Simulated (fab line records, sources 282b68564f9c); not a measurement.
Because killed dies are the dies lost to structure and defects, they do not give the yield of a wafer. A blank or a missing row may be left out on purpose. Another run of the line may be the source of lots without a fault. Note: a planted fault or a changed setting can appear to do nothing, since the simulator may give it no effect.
Comparing a struck lot with a sound one + flow ritCmos + 18 out of 202 route steps
Sound: these wafers, L245.1, L245.4, L245.5. Wafers struck: L254.2, L254.3, L254.6. At the end, the cause is stated.
Each step with rows lists, per side, the tool, then ch with its chambers, then its first start. Under that, the readings that differ: sound wafers + struck wafers + difference of the means + sigmas: that difference in standard deviations of wafers without a fault.
alike: a reading whose means differ by less than 2 such deviations, as well as words and numbers matching on both sides. not compared: withheld readings; readings where some wafer has no value; bounds like >300 that might hide an equal value; numbers whose values overlap and for which the record gives no deviation.
A row with sigmas, a row that says differs or no value, or rows on one side alone: a step with any of these is where the two part. Numbers that don't overlap but have no deviation are shown without sigmas and don't part them. A reading that every wafer of one side lacks parts them only if that side has two wafers or more.

first, 4 steps without rows for these wafers: RIT_NWELL_SOFTBAKE_02 (time 60 s); RIT_NWELL_EXPOSE_03 (exposes mask M2, target cd 43900 nm); RIT_NWELL_PEB_04; RIT_NWELL_DEVELOP_05 (develop time 68 s).
RIT_NWELL_OVL_MEAS_06:
  sound: overlay-02 at day 3 02:23; struck: overlay-01 at day 4 23:55
  alike: NWELL_OVL
then, 2 steps without rows for these wafers: RIT_NWELL_HARDBAKE_07 (time 120 s); RIT_NWELL_IMPLANT_08.
RIT_NWELL_STRIP_09: strips in O2, time 180 s.
  sound on plasmaAsher-02 ch 0,1, day 3 02:49; struck on plasmaAsher-03 ch 0,1, day 5 00:20
  alike: drypumpMotorCurrentA, o2FlowSccm
  not compared: rfHoursCounterH
RIT_NWELL_TW_MEAS_10:
  sound: filmMetro-02 at day 3 03:00; struck: filmMetro-03 at day 5 00:31
  alike: NWELL_TW
then, 3 steps without rows for these wafers: RIT_PWELL_HMDS_00 (prime time 60 s); RIT_PWELL_COAT_01 (resist thk 1308 nm); RIT_PWELL_SOFTBAKE_02 (time 60 s).
RIT_PWELL_EXPOSE_03: exposes mask M3, target cd 43700 nm.
  sound on ilineStepper-01 ch 0, day 3 03:31; struck on ilineStepper-01 ch 0, day 5 01:10
| reading                     | sound             | struck            | difference | sigmas |
|-----------------------------|-------------------|-------------------|------------|--------|
| model.PWELL.overlayXNm (nm) | 1.009 1.009 1.009 | 240.3 240.3 240.3 | +239.3     |        |
  alike: mask, stageVelMmS
then, 2 steps without rows for these wafers: RIT_PWELL_PEB_04; RIT_PWELL_DEVELOP_05 (develop time 68 s).
RIT_PWELL_OVL_MEAS_06:
  sound: overlay-01 at day 3 03:56; struck: overlay-01 at day 5 01:35
| reading        | sound        | struck            | difference | sigmas      |
|----------------|--------------|-------------------|------------|-------------|
| PWELL_OVL (nm) | -0.6 0.8 0.2 | 238.7 240.5 239.1 | +239.3     | +99 or more |
then, 1 step without rows for these wafers: RIT_PWELL_HARDBAKE_07 (time 120 s).
RIT_M1_PROBE_99:
  sound: prober-01 at day 4 13:59; struck: prober-02 at day 6 11:46
| reading                             | sound             | struck            | difference | sigmas |
|-------------------------------------|-------------------|-------------------|------------|--------|
| model.etest.wellEdgeLeft.lineOhmUm  | 180.9 180.2 181   | 200.8 201.1 203.1 | +21.0      |        |
| model.etest.wellEdgeRight.lineOhmUm | 181.1 181.8 178.8 | 166.4 167 167.3   | -13.7      |        |
| model.etest.isoNwellNwell.bvV (V)   | 22.38 22.24 22.46 | 20.58 20.77 20.85 | -1.63      |        |
  alike: killed_at_M0_to_M3, killedAtContacts, killedAtFrontEnd, killedDies, killedOpen, killedShort

## WHERE THEY PART
Within this record, at RIT_PWELL_OVL_MEAS_06 only. Later steps at which nothing parts them and some readings are alike: RIT_M1_PROBE_99.

WHY: the cause the simulator had injected
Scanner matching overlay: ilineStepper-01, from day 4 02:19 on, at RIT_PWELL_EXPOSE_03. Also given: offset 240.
